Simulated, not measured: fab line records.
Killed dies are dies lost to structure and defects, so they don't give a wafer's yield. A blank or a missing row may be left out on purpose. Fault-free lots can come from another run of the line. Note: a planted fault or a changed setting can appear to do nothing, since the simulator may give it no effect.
8D (eight disciplines) problem report, filled in by code :: flow berkeley cmos170 :: the parts of the form that need people (team, actions taken, sign-off) are left out

## 1. THE PROBLEM
Wafers without a fault read 1200.0 nm, standard deviation 1.2; cd nm at UCB170_NLDD_CD_MEAS_06 reads a mean of 1220.0 nm on 9 wafers belonging to 3 lots. Measured from the usual mean, that is +17 standard deviations.
The step: target cd 1200 nm.
Earliest sighting: wafer L493.1 on cd sem-01 at day 8 17:02. The record has a number at this step for 45 wafers belonging to 15 lots. Rule for "out", or "out of limits": more than 4 standard deviations from the usual mean. The rest of the wafers with a number are treated as sound.

## 2. WHAT IT IS; WHAT IT IS NOT
question: which readings at this step
is: cd nm
is not: -

question: which lots
is: L491, L493, L497
is not: L486, L487, L488, L489, L490, L492, L496, L501, L502, L504, L506, L508

question: which wafers of those lots
is: all that have a number
is not: -

question: read on which gauges
is: cd sem-01, cd sem-02
is not: -

question: when
is: from day 8 17:02
is not: up to then (18 sound wafers); but 18 sound wafers of L496, L501, L502, L504, L506, L508 came after

## 3. WHAT RULES OUT EACH SUSPECT
Counting: a tool at a process step up to the reading stays a suspect if it ran every lot that is out and no sound lot after the first of them.
- ruled out: the gauge at UCB170_NLDD_CD_MEAS_06. Those wafers that are out were read across 2 gauges (cd sem-01, cd sem-02).
- litho track-04 at UCB170_NLDD_PEB_04: kept. It processed each lot that is out, first L493 at day 8 16:46, and no sound lot thereafter; up to then, the last sound lot it processed was L492 at day 8 16:31.
Remaining after the count: litho track-04 at UCB170_NLDD_PEB_04.

## 4. THE CAUSE (what the simulator had put in)
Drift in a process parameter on litho track-04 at UCB170_NLDD_PEB_04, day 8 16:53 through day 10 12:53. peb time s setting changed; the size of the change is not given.
After counting, this tool was the only one left.

## 5. THE EFFECT CHAIN, in route order
Each row: a reading whose mean over the struck wafers that have a number lies more than 3 standard deviations from the usual. Scope: only readings with a usual standard deviation given in the record; hours: median across lots of the time from each lot's start at the first step in this table that gives one to its start at this step; sigmas: change in usual standard deviations.
hours: 0
step: UCB170_NLDD_CD_MEAS_06
reading: cd nm
usual: 1200.0 nm
on struck wafers: 1220.0
change: +20.0
sigmas: +17
At these later measuring or inspecting steps, every struck wafer for which the step has a row has a number for every such reading, and none has moved that far: UCB170_NLDD_OVL_MEAS_07.

## 6. WHAT WOULD HAVE CAUGHT IT SOONER
The first out-of-limits reading at a measuring or inspecting step in this record came at day 8 17:02, 0 hours after the fault's start at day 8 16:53.
No tool reading at UCB170_NLDD_PEB_04 that has a usual standard deviation in the record was out on any struck wafer, so an alarm limit of 4 standard deviations on those readings would not have fired.
Of the lots that are out (3), L491, L497 began UCB170_NLDD_PEB_04 on litho track-04 after day 8 17:02. A hold on the tool at that time would have spared those 2.
